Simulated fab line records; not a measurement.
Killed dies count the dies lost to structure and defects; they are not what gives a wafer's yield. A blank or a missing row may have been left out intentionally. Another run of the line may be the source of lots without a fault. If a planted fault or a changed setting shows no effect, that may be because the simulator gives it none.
Which tool was responsible? + flow berkeley_cmos170 + 39 wafers from 13 lots sampled at 6 of the route's 331 steps

WHAT THE GAUGES SHOWED, per wafer
UCB170_PSD_CD_MEAS_06: the cd target is 1200 nm.
| lot  | measured     | on        | cd_nm (nm)           |
|------|--------------|-----------|----------------------|
| L812 | day 8 02:10  | cd_sem-02 | 1198.1 1198.1 1198.2 |
| L814 | day 8 17:25  | cd_sem-02 | 1200.5 1200.5 1199.2 |
| L815 | day 8 17:41  | cd_sem-01 | 1197.3 1198.4 1197.8 |
| L813 | day 8 18:00  | cd_sem-01 | 1201.8 1200.1 1199.5 |
| L818 | day 9 14:12  | cd_sem-01 | 1201.6 1200.7 1200.0 |
| L820 | day 10 04:53 | cd_sem-02 | 1197.6 1198.3 1198.5 |
| L824 | day 10 10:41 | cd_sem-01 | 1200.7 1200.3 1199.9 |
| L826 | day 11 02:59 | cd_sem-01 | 1197.4 1198.1 1197.4 |
| L827 | day 11 11:49 | cd_sem-02 | 1202.3 1201.4 1202.1 |
| L829 | day 11 12:02 | cd_sem-02 | 1198.0 1197.2 1198.2 |
| L828 | day 11 12:07 | cd_sem-01 | 1200.6 1201.4 1201.9 |
| L831 | day 11 19:59 | cd_sem-02 | 1198.8 1198.5 1198.7 |
| L833 | day 12 19:34 | cd_sem-02 | 1197.0 1199.5 1197.9 |

UCB170_NSD_OVL_MEAS_07.
| lot  | measured     | on         | NSD_OVL (nm) |
|------|--------------|------------|--------------|
| L812 | day 8 04:17  | overlay-01 | -3 -3 2      |
| L814 | day 8 19:50  | overlay-02 | -5 -2 1      |
| L815 | day 8 20:08  | overlay-01 | 2 -1 2       |
| L813 | day 8 20:34  | overlay-01 | 2 4 4        |
| L818 | day 9 19:08  | overlay-01 | -4 -1 -7     |
| L820 | day 10 06:50 | overlay-02 | 4 8 7        |
| L824 | day 10 12:49 | overlay-01 | -1 2 3       |
| L826 | day 11 06:34 | overlay-02 | 0 1 2        |
| L827 | day 11 14:05 | overlay-01 | 6 3 1        |
| L829 | day 11 14:10 | overlay-02 | -1 -6 -5     |
| L828 | day 11 14:47 | overlay-02 | 11 -2 -1     |
| L831 | day 11 21:58 | overlay-02 | 8 2 9        |
| L833 | day 12 21:19 | overlay-02 | 0 4 2        |

UCB170_M1_RS_MEAS_01: measures by four-point-probe.
| lot  | measured     | on            | M1_AL_RS (ohm/sq)    |
|------|--------------|---------------|----------------------|
| L812 | day 8 11:16  | film_metro-04 | 0.0484 0.0484 0.0491 |
| L814 | day 9 02:41  | film_metro-01 | 0.0483 0.0485 0.0482 |
| L815 | day 9 03:16  | film_metro-04 | 0.0488 0.0498 0.0494 |
| L813 | day 9 04:38  | film_metro-01 | 0.0484 0.0488 0.0483 |
| L818 | day 10 03:04 | film_metro-04 | 0.0485 0.0486 0.0484 |
| L820 | day 10 14:33 | film_metro-02 | 0.0489 0.0483 0.0482 |
| L824 | day 11 00:40 | film_metro-04 | 0.0659 0.0661 0.0482 |
| L826 | day 11 16:17 | film_metro-02 | 0.0485 0.0490 0.0490 |
| L827 | day 11 21:34 | film_metro-02 | 0.0478 0.0484 0.0481 |
| L829 | day 11 22:01 | film_metro-01 | 0.0476 0.0483 0.0477 |
| L828 | day 11 23:16 | film_metro-01 | 0.0479 0.0482 0.0474 |
| L831 | day 12 09:31 | film_metro-02 | 0.0482 0.0480 0.0487 |
| L833 | day 13 04:57 | film_metro-01 | 0.0485 0.0481 0.0491 |

UCB170_M1_THK_MEAS_02: measures by xrf.
| lot  | measured     | on            | M1_AL_THK (nm) |
|------|--------------|---------------|----------------|
| L812 | day 8 11:23  | film_metro-04 | 576 578 574    |
| L814 | day 9 02:49  | film_metro-01 | 579 576 582    |
| L815 | day 9 03:23  | film_metro-04 | 580 566 572    |
| L813 | day 9 04:44  | film_metro-01 | 581 574 580    |
| L818 | day 10 03:11 | film_metro-04 | 575 580 583    |
| L820 | day 10 14:40 | film_metro-02 | 581 586 588    |
| L824 | day 11 00:47 | film_metro-04 | 428 426 581    |
| L826 | day 11 16:25 | film_metro-02 | 583 581 578    |
| L827 | day 11 21:40 | film_metro-02 | 591 586 588    |
| L829 | day 11 22:08 | film_metro-01 | 588 578 589    |
| L828 | day 11 23:22 | film_metro-01 | 586 580 589    |
| L831 | day 12 09:38 | film_metro-02 | 588 588 580    |
| L833 | day 13 05:04 | film_metro-01 | 581 586 579    |

EACH LOT AND THE TOOL THAT RAN IT (in order: tool; ch and the chambers of the sampled wafers; start)
| lot  | UCB170_SILICIDE_RTA_04           | UCB170_M1_SPUTTER_00         |
|------|----------------------------------|------------------------------|
| L812 | rtp_anneal-01 ch 0, day 8 06:35  | pvd_sputter-01, day 8 11:12  |
| L814 | rtp_anneal-01 ch 0, day 8 22:10  | pvd_sputter-02, day 9 02:38  |
| L815 | rtp_anneal-02 ch 0, day 8 22:28  | pvd_sputter-03, day 9 03:13  |
| L813 | rtp_anneal-01 ch 0, day 8 22:44  | pvd_sputter-01, day 9 04:32  |
| L818 | rtp_anneal-02 ch 0, day 9 21:45  | pvd_sputter-01, day 10 02:59 |
| L820 | rtp_anneal-01 ch 0, day 10 08:58 | pvd_sputter-03, day 10 14:28 |
| L824 | rtp_anneal-01 ch 0, day 10 18:04 | pvd_sputter-01, day 11 00:35 |
| L826 | rtp_anneal-02 ch 0, day 11 09:09 | pvd_sputter-02, day 11 16:14 |
| L827 | rtp_anneal-01 ch 0, day 11 16:25 | pvd_sputter-03, day 11 21:29 |
| L829 | rtp_anneal-02 ch 0, day 11 16:49 | pvd_sputter-02, day 11 21:58 |
| L828 | rtp_anneal-01 ch 0, day 11 17:08 | pvd_sputter-02, day 11 23:10 |
| L831 | rtp_anneal-02 ch 0, day 12 00:17 | pvd_sputter-02, day 12 09:28 |
| L833 | rtp_anneal-02 ch 0, day 12 23:28 | pvd_sputter-03, day 13 04:53 |
- UCB170_SILICIDE_RTA_04: time 15 s.
- UCB170_M1_SPUTTER_00: material Al, target thk 600 nm, time 80 s.

AS READ BY THE TOOLS THEMSELVES (means over the sampled wafers that have a number; for cases with no such wafer, the mark the record gives instead)
UCB170_SILICIDE_RTA_04.
| lot  | tool          | lamp_power_pct (%) | wafer_temp_C_max |
|------|---------------|--------------------|------------------|
| L812 | rtp_anneal-01 | 10.41              | 652.6            |
| L814 | rtp_anneal-01 | 10.40              | 652.3            |
| L815 | rtp_anneal-02 | 10.67              | 653.2            |
| L813 | rtp_anneal-01 | 10.40              | 652.5            |
| L818 | rtp_anneal-02 | 10.67              | 653.5            |
| L820 | rtp_anneal-01 | 10.40              | 651.8            |
| L824 | rtp_anneal-01 | 10.40              | 652.5            |
| L826 | rtp_anneal-02 | 10.67              | 653.4            |
| L827 | rtp_anneal-01 | 10.40              | 652.1            |
| L829 | rtp_anneal-02 | 10.67              | 653.0            |
| L828 | rtp_anneal-01 | 10.40              | 652.9            |
| L831 | rtp_anneal-02 | 10.66              | 652.7            |
| L833 | rtp_anneal-02 | 10.68              | 652.8            |

UCB170_M1_SPUTTER_00.
| lot  | tool           | throttle_valve_pct (%) |
|------|----------------|------------------------|
| L812 | pvd_sputter-01 | 29.0                   |
| L814 | pvd_sputter-02 | 30.4                   |
| L815 | pvd_sputter-03 | 30.5                   |
| L813 | pvd_sputter-01 | 28.6                   |
| L818 | pvd_sputter-01 | 29.1                   |
| L820 | pvd_sputter-03 | 30.2                   |
| L824 | pvd_sputter-01 | 29.2                   |
| L826 | pvd_sputter-02 | 29.2                   |
| L827 | pvd_sputter-03 | 30.1                   |
| L829 | pvd_sputter-02 | 30.3                   |
| L828 | pvd_sputter-02 | 28.2                   |
| L831 | pvd_sputter-02 | 30.4                   |
| L833 | pvd_sputter-03 | 30.6                   |

THE ANSWER, worked out from the rows above alone
Rule: the lots themselves supply what counts as usual. The widest of any qualifying gaps counts: lots, ordered by their means at a reading, are off when they make up no more than a third of the lots, leave a main group of 4 or more, and stand apart from it by 3 or more times the standard deviation of that group's means. The tables above print the reading to a certain number of digits; a main group whose means all agree to those digits is not used. A lot without any number at a reading at which 4 lots or more have one is off too. The other lots that the step has rows for count as sound. Order of review: gauges by route order, followed by the tools' own readings, for which a lot's mean as printed above is used. The first step at which some lot is off is used, and at that step the reading that is off furthest; a lot without a number counts as furthest.
Off: L824, at UCB170_M1_RS_MEAS_01 (M1_AL_RS). The main group: mean 0.0484 ohm/sq, standard deviation 0.00039.
A tool fits if, at a process step before that reading, it ran every lot that is off, and no sound lot after the first of them. Gauges at UCB170_M1_RS_MEAS_01: tried the same way as those tools. Can't be told from this: 2 tools fit, pvd_sputter-01 at UCB170_M1_SPUTTER_00, film_metro-04 at UCB170_M1_RS_MEAS_01.

WHAT THE SIMULATOR PUT IN
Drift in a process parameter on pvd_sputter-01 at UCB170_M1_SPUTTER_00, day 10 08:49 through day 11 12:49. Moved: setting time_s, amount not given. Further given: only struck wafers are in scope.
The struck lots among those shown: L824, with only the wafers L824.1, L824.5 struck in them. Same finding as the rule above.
